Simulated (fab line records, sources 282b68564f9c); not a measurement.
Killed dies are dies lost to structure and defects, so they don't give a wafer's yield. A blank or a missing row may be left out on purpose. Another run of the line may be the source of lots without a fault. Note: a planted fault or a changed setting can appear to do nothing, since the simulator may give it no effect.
fab line records | flow rit_cmos
[record] lots = 5 | wafers = 15 | last_day = 7
route steps=202 shown PLDD@116 SPACER@125
lots untouched by any fault: they come from a run of this same line in which no faults occurred
start_h: start of the lot's first displayed wafer, in hours after the record's first day | wait_h: hours since the lot's step before | " as in the row above | L1.1+2: a single row standing in for several wafers | - no value present, or no start provided | * or withheld: withheld | < > ~ a bound
route shown NAME@n: names a module that has steps shown in the file, with the first one's number in the route | usual: the fault-free wafers' mean and standard deviation | same: alike in all rows | chamber/n: place in a boat | sites: per-site readings | _std_site: the values' standard deviation | _edge_site: the outer-site mean with the inner-site mean subtracted | radius_mm: for every site, how far away it sits from the centre of the wafer | mask NAME#n: copy n | behind: the most recent tool/chamber to have shaped the wafer | hold: why the lot went on hold/how many hours it stayed there/how the hold came to an end | device: names the non-switching transistor (n, p or np) | end of line: the same wafers' tests at the end of the route | for a step that has no rows: nothing shown but its recipe | killed: at the first sort, the dies lost to defects and structure; wafer yield is something else | map: dies across one wafer; x = killed, . = not, _ = none there
set.NAME: the run value of the setting; set.NAME@STEP: its run value at that earlier step | model.NAME: the simulator's own value behind a step, which no gauge read
a table for each step, a row for each wafer; lots at some steps of the route
services: a tool's chamber out of use, with start hour (start_h, from the record's first day; less than 0 if before it), hours out, and reason
[[steps]]
[step RIT_PLDD_SOFTBAKE_02]
[recipe] resist = NOVOLAK | temp_c = 90 | time_s = 60
[step RIT_PLDD_EXPOSE_03]
[recipe] mask_id = M8 | na = 0.57 | target_cd_nm = 40900 | dose_mj = 250
[step RIT_PLDD_PEB_04]
[recipe] resist = NOVOLAK | temp_c = withheld | time_s = withheld
[step RIT_PLDD_DEVELOP_05]
[recipe] resist = NOVOLAK | develop_time_s = 50 | dev_temp_c = 24.03
[step RIT_PLDD_OVL_MEAS_06]
[usual] PLDD_OVL = -1.4/1.3
lot.wafer | tool       | chamber | start_h | wait_h | PLDD_OVL[nm]
L929.1    | overlay-02 | -       | 48.57   | -      | -0.3
L929.2    | "          | -       | "       | "      | -0.7
L929.6    | "          | -       | "       | "      | -0.9
L932.1    | overlay-02 | -       | 59.66   | -      | -0.6
L932.2    | "          | -       | "       | "      | -1.5
L932.6    | "          | -       | "       | "      | -1.6
L941.1    | overlay-01 | -       | 102.14  | -      | -1.6
L941.4    | "          | -       | "       | "      | -2.3
L941.5    | "          | -       | "       | "      | -0.4
L948.1    | overlay-02 | -       | 138.31  | -      | -1.8
L948.5    | "          | -       | "       | "      | -1.4
L948.6    | "          | -       | "       | "      | -1.9
L951.1    | overlay-02 | -       | 153.85  | -      | -1.3
L951.4    | "          | -       | "       | "      | 1.1
L951.5    | "          | -       | "       | "      | 0.6
[step RIT_PLDD_HARDBAKE_07]
[recipe] resist = NOVOLAK | temp_c = 140 | time_s = 60
[step RIT_PLDD_IMPLANT_08]
[recipe] species = BF2 | energy_kev = 20 | dose_cm2 = 9e+14 | tilt_deg = 7
[step RIT_PLDD_STRIP_09]
[recipe] chemistry = O2 | time_s = 180 | resist = NOVOLAK | platen_temp_c = withheld | power_w = 500 | pressure_mtorr = 4000 | o2_flow_sccm = 4000
[usual] drypump_motor_current_A = 5.4/0.3 | rf_refl_power_W = 7.7/0.95
lot.wafer | tool            | chamber | start_h | wait_h | drypump_motor_current_A | rf_hours_counter_h | rf_refl_power_W
L929.1    | plasma_asher-04 | 1       | 48.94   | 0.1    | 5.5                     | 26                 | 7.6
L929.2    | "               | 0       | "       | "      | 4.9                     | 26                 | 8.6
L929.6    | "               | 1       | "       | "      | 5.5                     | -                  | 7.5
L932.1    | plasma_asher-03 | 1       | 60.00   | 0.1    | 5.4                     | 44                 | 9.7
L932.2    | "               | 0       | "       | "      | 5.9                     | 44                 | 7.0
L932.6    | "               | 1       | "       | "      | 5.4                     | -                  | 9.3
L941.1    | plasma_asher-02 | 1       | 102.47  | 0.1    | 5.7                     | 46                 | 7.6
L941.4    | "               | 0       | "       | "      | 5.3                     | -                  | 6.4
L941.5    | "               | 0       | "       | "      | 5.3                     | -                  | 6.6
L948.1    | plasma_asher-02 | 1       | 138.65  | 0.1    | 5.7                     | 2                  | 7.8
L948.5    | "               | 1       | "       | "      | 5.7                     | -                  | 8.1
L948.6    | "               | 0       | "       | "      | 5.3                     | -                  | 6.4
L951.1    | plasma_asher-02 | 1       | 154.19  | 0.1    | 5.7                     | 4                  | 7.6
L951.4    | "               | 0       | "       | "      | 5.3                     | -                  | 6.4
L951.5    | "               | 1       | "       | "      | 5.7                     | -                  | 8.1
[step RIT_PLDD_TW_MEAS_10]
[usual] PLDD_TW = 2345/32
lot.wafer | tool          | chamber | start_h | wait_h | PLDD_TW
L929.1    | film_metro-04 | -       | 49.11   | 0.1    | 2328
L929.2    | "             | -       | "       | "      | 2308
L929.6    | "             | -       | "       | "      | 2321
L932.1    | film_metro-02 | -       | 60.17   | 0.1    | 2367
L932.2    | "             | -       | "       | "      | 2382
L932.6    | "             | -       | "       | "      | 2377
L941.1    | film_metro-02 | -       | 102.65  | 0.1    | 2384
L941.4    | "             | -       | "       | "      | 2396
L941.5    | "             | -       | "       | "      | 2397
L948.1    | film_metro-03 | -       | 138.82  | 0.1    | 2307
L948.5    | "             | -       | "       | "      | 2331
L948.6    | "             | -       | "       | "      | 2310
L951.1    | film_metro-04 | -       | 154.36  | 0.1    | 2326
L951.4    | "             | -       | "       | "      | 2339
L951.5    | "             | -       | "       | "      | 2333
[step RIT_SPACER_CLEAN_00]
[recipe] chemistry = SC1 | mix = 3:3:50 | time_s = 600 | temp_c = 75
[step RIT_SPACER_CLEAN_01]
[recipe] chemistry = dHF | dilution = 50:1 | time_s = 30
[step RIT_SPACER_CLEAN_02]
[recipe] chemistry = SC2 | mix = 3:3:50 | time_s = 600 | temp_c = 75 | dry = n2_spin
[step RIT_SPACER_CVD_03]
[recipe] material = Si3N4 | target_thk_nm = 250 | temp_c = 810 | precursor = SiH2Cl2/NH3 | time_s = 3300 | pressure_mtorr = 300 | sih2cl2_flow_sccm = 58.78 | nh3_flow_sccm = 150
[usual] spike_tc_centre_C = 812.6/1.5 | spike_tc_load_C = 836.4/1.5 | spike_tc_source_C = 833.0/2.4
lot.wafer | tool     | chamber | start_h | wait_h | spike_tc_centre_C | spike_tc_load_C | spike_tc_source_C | model.Si3N4_of_SPACER_CVD_03.thk_nm
L929.1    | lpcvd-02 | 0       | 49.58   | 0.0    | 811.2             | 836.9           | 830.1             | 251.9
L929.2    | "        | 0       | "       | "      | 812.4             | 837.3           | 829.3             | 254.4
L929.6    | "        | 0       | "       | "      | 811.2             | 837.3           | 829.5             | 252.3
L932.1    | lpcvd-01 | 1       | 61.52   | 0.9    | 812.7             | 834.8           | 830.7             | 246.2
L932.2    | "        | 1       | "       | "      | 814.3             | 834.7           | 829.9             | 245.7
L932.6    | "        | 1       | "       | "      | 809.5             | 835.5           | 831.3             | 245.3
L941.1    | lpcvd-01 | 1       | 103.08  | 0.0    | 832.9             | 856.0           | 851.8             | 352.7
L941.4    | "        | 1       | "       | "      | 832.1             | 854.5           | 851.5             | 352.2
L941.5    | "        | 1       | "       | "      | 832.5             | 855.7           | 849.1             | 353.2
L948.1    | lpcvd-01 | 0       | 139.25  | 0.0    | 816.0             | 836.9           | 836.4             | 246.3
L948.5    | "        | 0       | "       | "      | 812.5             | 835.0           | 836.3             | 245.5
L948.6    | "        | 0       | "       | "      | 814.0             | 834.3           | 834.3             | 247.7
L951.1    | lpcvd-02 | 0       | 154.79  | 0.0    | 810.4             | 837.6           | 831.5             | 247.8
L951.4    | "        | 0       | "       | "      | 809.6             | 836.5           | 831.6             | 248.1
L951.5    | "        | 0       | "       | "      | 810.8             | 838.3           | 830.3             | 247.7
[step RIT_SPACER_THK_MEAS_04]
[recipe] reads = Si3N4_of_SPACER_CVD_03
[usual] SPACER_NITRIDE_THK = 248.7/2.5
lot.wafer | tool          | chamber | start_h | wait_h | SPACER_NITRIDE_THK[nm]
L929.1    | film_metro-02 | -       | 51.50   | 0.0    | 252.1
L929.2    | "             | -       | "       | "      | 254.2
L929.6    | "             | -       | "       | "      | 252.3
L932.1    | film_metro-03 | -       | 63.44   | 0.0    | 246.2
L932.2    | "             | -       | "       | "      | 245.7
L932.6    | "             | -       | "       | "      | 245.5
L941.1    | film_metro-03 | -       | 104.99  | 0.0    | 353.0
L941.4    | "             | -       | "       | "      | 352.3
L941.5    | "             | -       | "       | "      | 353.1
L948.1    | film_metro-01 | -       | 141.16  | 0.0    | 246.3
L948.5    | "             | -       | "       | "      | 245.4
L948.6    | "             | -       | "       | "      | 247.8
L951.1    | film_metro-01 | -       | 156.71  | 0.0    | 248.0
L951.4    | "             | -       | "       | "      | 247.9
L951.5    | "             | -       | "       | "      | 247.7
[step RIT_SPACER_ETCHBACK_05]
[recipe] target_depth_a = 2500 | SF6_flow_sccm = 30 | CHF3_flow_sccm = 30 | target = Si3N4 | chemistry = SF6/CHF3 | pressure_mtorr = 40 | rf_w = 250 | time_s = 240 | stop_on = SiO2
[usual] drypump_motor_current_A = 5.8/0.48 | oes_product_au = 0.837/0.015 | rf_fwd_power_W = 249.4/0.79 | throttle_valve_pct = 10.31/0.093
lot.wafer | tool        | chamber | start_h | wait_h | drypump_motor_current_A | oes_product_au | rf_fwd_power_W | rf_hours_counter_h | throttle_valve_pct | model.Si3N4_of_SPACER_CVD_03.thk_nm | model.etch.depth_nm
L929.1    | rie_diel-03 | 3       | 51.56   | 0.1    | 5.7                     | 0.823          | 248.5          | 124                | 10.34              | 197.3                               | 251.9
L929.2    | "           | 0       | "       | "      | 5.7                     | 0.852          | 250.6          | 1                  | 10.26              | 199.2                               | 254.4
L929.6    | "           | 3       | "       | "      | 5.7                     | 0.812          | 248.9          | -                  | 10.34              | 197.7                               | 252.3
L932.1    | rie_diel-03 | 0       | 63.50   | 0.1    | 5.6                     | 0.824          | 249.2          | 2                  | 10.26              | 193.6                               | 246.2
L932.2    | "           | 2       | "       | "      | 5.5                     | 0.823          | 248.7          | 6                  | 10.28              | 193.1                               | 245.7
L932.6    | "           | 2       | "       | "      | 5.6                     | 0.828          | 249.4          | -                  | 10.28              | 191.9                               | 245.3
L941.1    | rie_diel-01 | 0       | 105.05  | 0.1    | 5.6                     | 1.007          | 248.3          | 121                | 10.40              | 275.5                               | 316.2
L941.4    | "           | 3       | "       | "      | 5.2                     | 0.981          | 249.2          | 85                 | 10.51              | 275.9                               | 313.5
L941.5    | "           | 0       | "       | "      | 5.6                     | 1.015          | 249.1          | -                  | 10.42              | 275.4                               | 318.6
L948.1    | rie_diel-02 | 2       | 141.22  | 0.1    | 6.3                     | 0.848          | 248.2          | 51                 | 10.37              | 193.2                               | 246.3
L948.5    | "           | 2       | "       | "      | 6.3                     | 0.843          | 248.3          | -                  | 10.36              | 192.5                               | 245.5
L948.6    | "           | 1       | "       | "      | 6.5                     | 0.856          | 248.8          | -                  | 10.34              | 194                                 | 247.7
L951.1    | rie_diel-01 | 1       | 156.77  | 0.1    | 5.2                     | 0.832          | 249.2          | 27                 | 10.11              | 194.7                               | 247.8
L951.4    | "           | 3       | "       | "      | 5.1                     | 0.826          | 248.5          | 85                 | 10.44              | 195.1                               | 248.1
L951.5    | "           | 2       | "       | "      | 6.2                     | 0.853          | 249.0          | -                  | 10.35              | 195                                 | 247.7
[[services]]
tool            | chamber | start_h | hours | kind
plasma_asher-04 | -       | 38.69   | 1.9   | repair
rie_diel-01     | -       | 49.81   | 14.6  | pm
plasma_asher-04 | -       | 55.52   | 12.9  | repair
lpcvd-02        | -       | 61.97   | 1.0   | repair
rie_diel-02     | 3       | 86.45   | 1.7   | repair
rie_diel-02     | 3       | 96.32   | 2.8   | repair
plasma_asher-03 | -       | 96.68   | 6.2   | repair
rie_diel-03     | 0       | 99.66   | 7.5   | repair
plasma_asher-02 | -       | 108.75  | 9.0   | pm
plasma_asher-02 | 0       | 108.75  | 9.0   | vent_cycle
plasma_asher-02 | 1       | 108.75  | 9.0   | vent_cycle
plasma_asher-02 | 0       | 117.75  | -     | clean
plasma_asher-02 | 1       | 117.75  | -     | clean
rie_diel-01     | 3       | 118.27  | 4.3   | repair
rie_diel-02     | 0       | 120.36  | 8.5   | repair
plasma_asher-03 | -       | 147.66  | 7.8   | repair
[[key]]
[first_sign] step = RIT_SPACER_CVD_03 | reading = spike_tc_centre_C | direction = up | sigmas = 14 | usual = 812.6 | struck = 832.5
[effect] step = RIT_SPACER_CVD_03 | reading = spike_tc_load_C | direction = up | sigmas = 13 | usual = 836.4 | struck = 855.4
[effect] step = RIT_SPACER_THK_MEAS_04 | reading = SPACER_NITRIDE_THK | direction = up | sigmas = 41 | usual = 248.7 | struck = 352.8
[effect] step = RIT_SPACER_ETCHBACK_05 | reading = oes_product_au | direction = up | sigmas = 11 | usual = 0.837 | struck = 1.001
[model_effect] step = RIT_SPACER_CVD_03 | value = Si3N4_of_SPACER_CVD_03.thk_nm | without = 248.7 | struck = 352.7
[model_effect] step = RIT_SPACER_ETCHBACK_05 | value = Si3N4_of_SPACER_CVD_03.thk_nm | without = 194.3 | struck = 275.6
met_at RIT_SPACER_CVD_03
struck_wafers L941.1,L941.4,L941.5
later_rows_left_out L941.1,L941.4,L941.5
sort_left_out L941.1,L941.4,L941.5
tester_left_out L941
onset_between 61.52 103.08
[fault] kind = process_parameter_drift | tool = lpcvd-01 | chamber = 1 | onset_h = 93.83 | steps = RIT_SPACER_CVD_03 | channel = temp_c | offset = * | shape = step | end_h = 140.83 | acts_in = * | stated = *
// tester_left_out: of these lots the tester's yield and bins aren't shown, on N5 and GAA mostly nor the transistor test; their killed dies are dies lost to structure and defects alone, not to doping, threshold or leakage, so they don't give the yield
// sort_left_out: the simulated sort isn't trusted on such a fault, so these wafers' sort isn't shown, and their yield isn't known
// later_rows_left_out: the simulator's readings of these wafers behind a module that went badly wrong aren't trusted and aren't shown, but for the sort
